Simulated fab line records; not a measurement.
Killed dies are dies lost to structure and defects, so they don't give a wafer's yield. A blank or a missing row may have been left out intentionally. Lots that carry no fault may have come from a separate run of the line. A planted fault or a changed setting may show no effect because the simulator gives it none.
Split-lot study || flow berkeley cmos170 || on a route of 331 steps: 5 lots, 23 wafers read

THE SPLIT ITSELF
At UCB170_M2_SPUTTER_01 (material Al, target thk 900 nm, time 120 s), the setting power w was moved away from the recipe's 6000 W on 10 of the 23 wafers read, by -10.8% to +11.5%. This setting was run at the recipe's value on the other wafers.

FROM THE SPLIT TO THE READING: what the file shows between them, 1 step
- UCB170_M2_RS_MEAS_02: measures by four-point-probe

THE READING
M2_AL_THK, in nm, at UCB170_M2_THK_MEAS_03 (measures by xrf). On this fab line, fault-free wafers typically give 877 nm with a standard deviation of 12 nm.

{"wafer": "L078.2", "tool, chamber at the split": "pvd sputter-01, -", "power w as run, W": 6000, "against the recipe": "recipe", "M2_AL_THK, nm": 867, "against lot-mates on the recipe": "-"}
{"wafer": "L078.3", "tool, chamber at the split": "pvd sputter-01, -", "power w as run, W": 6000, "against the recipe": "recipe", "M2_AL_THK, nm": 871, "against lot-mates on the recipe": "-"}
{"wafer": "L078.4", "tool, chamber at the split": "pvd sputter-01, -", "power w as run, W": 6690, "against the recipe": "+11.5%", "M2_AL_THK, nm": 977, "against lot-mates on the recipe": "+108"}
{"wafer": "L078.5", "tool, chamber at the split": "pvd sputter-01, -", "power w as run, W": 6690, "against the recipe": "+11.5%", "M2_AL_THK, nm": 978, "against lot-mates on the recipe": "+109"}
{"wafer": "L078.6", "tool, chamber at the split": "pvd sputter-01, -", "power w as run, W": 6690, "against the recipe": "+11.5%", "M2_AL_THK, nm": 965, "against lot-mates on the recipe": "+96"}
{"wafer": "L076.1", "tool, chamber at the split": "pvd sputter-04, -", "power w as run, W": 6000, "against the recipe": "recipe", "M2_AL_THK, nm": 886, "against lot-mates on the recipe": "-"}
{"wafer": "L076.3", "tool, chamber at the split": "pvd sputter-04, -", "power w as run, W": 5737, "against the recipe": "-4.4%", "M2_AL_THK, nm": 845, "against lot-mates on the recipe": -38}
{"wafer": "L076.4", "tool, chamber at the split": "pvd sputter-04, -", "power w as run, W": 6000, "against the recipe": "recipe", "M2_AL_THK, nm": 875, "against lot-mates on the recipe": "-"}
{"wafer": "L076.5", "tool, chamber at the split": "pvd sputter-04, -", "power w as run, W": 5737, "against the recipe": "-4.4%", "M2_AL_THK, nm": 836, "against lot-mates on the recipe": -47}
{"wafer": "L076.6", "tool, chamber at the split": "pvd sputter-04, -", "power w as run, W": 6000, "against the recipe": "recipe", "M2_AL_THK, nm": 887, "against lot-mates on the recipe": "-"}
{"wafer": "L081.1", "tool, chamber at the split": "pvd sputter-01, -", "power w as run, W": 6000, "against the recipe": "recipe", "M2_AL_THK, nm": 856, "against lot-mates on the recipe": "-"}
{"wafer": "L081.4", "tool, chamber at the split": "pvd sputter-01, -", "power w as run, W": 6000, "against the recipe": "recipe", "M2_AL_THK, nm": 855, "against lot-mates on the recipe": "-"}
{"wafer": "L081.6", "tool, chamber at the split": "pvd sputter-01, -", "power w as run, W": 6000, "against the recipe": "recipe", "M2_AL_THK, nm": 858, "against lot-mates on the recipe": "-"}
{"wafer": "L082.2", "tool, chamber at the split": "pvd sputter-04, -", "power w as run, W": 6000, "against the recipe": "recipe", "M2_AL_THK, nm": 896, "against lot-mates on the recipe": "-"}
{"wafer": "L082.3", "tool, chamber at the split": "pvd sputter-04, -", "power w as run, W": 5351, "against the recipe": "-10.8%", "M2_AL_THK, nm": 805, "against lot-mates on the recipe": -91}
{"wafer": "L082.4", "tool, chamber at the split": "pvd sputter-04, -", "power w as run, W": 5351, "against the recipe": "-10.8%", "M2_AL_THK, nm": 790, "against lot-mates on the recipe": -106}
{"wafer": "L082.5", "tool, chamber at the split": "pvd sputter-04, -", "power w as run, W": 6000, "against the recipe": "recipe", "M2_AL_THK, nm": 896, "against lot-mates on the recipe": "-"}
{"wafer": "L082.6", "tool, chamber at the split": "pvd sputter-04, -", "power w as run, W": 5351, "against the recipe": "-10.8%", "M2_AL_THK, nm": 798, "against lot-mates on the recipe": -98}
{"wafer": "L085.1", "tool, chamber at the split": "pvd sputter-04, -", "power w as run, W": 6000, "against the recipe": "recipe", "M2_AL_THK, nm": 897, "against lot-mates on the recipe": "-"}
{"wafer": "L085.2", "tool, chamber at the split": "pvd sputter-04, -", "power w as run, W": 6000, "against the recipe": "recipe", "M2_AL_THK, nm": 900, "against lot-mates on the recipe": "-"}
{"wafer": "L085.3", "tool, chamber at the split": "pvd sputter-04, -", "power w as run, W": 6394, "against the recipe": "+6.6%", "M2_AL_THK, nm": 948, "against lot-mates on the recipe": "+50"}
{"wafer": "L085.4", "tool, chamber at the split": "pvd sputter-04, -", "power w as run, W": 6394, "against the recipe": "+6.6%", "M2_AL_THK, nm": 935, "against lot-mates on the recipe": "+37"}
{"wafer": "L085.5", "tool, chamber at the split": "pvd sputter-04, -", "power w as run, W": 6000, "against the recipe": "recipe", "M2_AL_THK, nm": 896, "against lot-mates on the recipe": "-"}

THE FIT
A straight line over all 23 wafers: M2_AL_THK changes by +8.07 nm for each +1% of power w; r = +0.97; the points scatter about the line by 14 nm.
The same after taking each lot's own level away (the mean of its wafers on the recipe; 23 wafers): +8.88 nm for each +1%; r = +0.99; scatter 6.4 nm.
According to that fit, moving power w by its largest amount changes the reading by 1e+02 nm.
The span of the lots' own levels, 856.3 to 897.7 nm, comes to 3.4 times the standard deviation stated above.
The two slopes are in agreement: the lot-to-lot level therefore moves the slope only a little.
Check: +98.8 nm against its lot-mates is what the line predicts for one of the wafers moved furthest among these (+11.5%) when that wafer is left out of the fit. It came out at +108 nm against them.

THESE WAFERS: OTHER SPLITS
Other splits were also applied to these wafers ahead of the reading. Each is held against what the fit with the lots' levels taken away leaves over:
{"other split on the same wafers": "UCB170_V1_PEB_10 peb temp c", "wafers away from the commonest value": 7, "r with M2_AL_THK (lot level and that fit taken away)": "+0.02"}

THE WHOLE CHAIN: every reading that the file lists as answering this split, in the file's order
{"step": "UCB170_M2_SPUTTER_01", "what it does": "material Al, target thk 900 nm, time 120 s", "reading": "Al_of_M2_SPUTTER_01.thk nm (the simulator's own value, which no gauge read)", "change (the file's fit)": "+8.93 nm for each +1% of the setting", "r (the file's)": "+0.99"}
{"step": "UCB170_M2_RS_MEAS_02", "what it does": "measures by four-point-probe", "reading": "M2_AL_RS", "change (the file's fit)": "-0.000323 for each +1% of the setting", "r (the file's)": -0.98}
{"step": "UCB170_M2_THK_MEAS_03", "what it does": "measures by xrf", "reading": "M2_AL_THK", "change (the file's fit)": "+8.75 for each +1% of the setting", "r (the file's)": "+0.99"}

FILE'S OWN FIT
M2_AL_THK changes by +8.75 nm for each +1% of power w, r = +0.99.
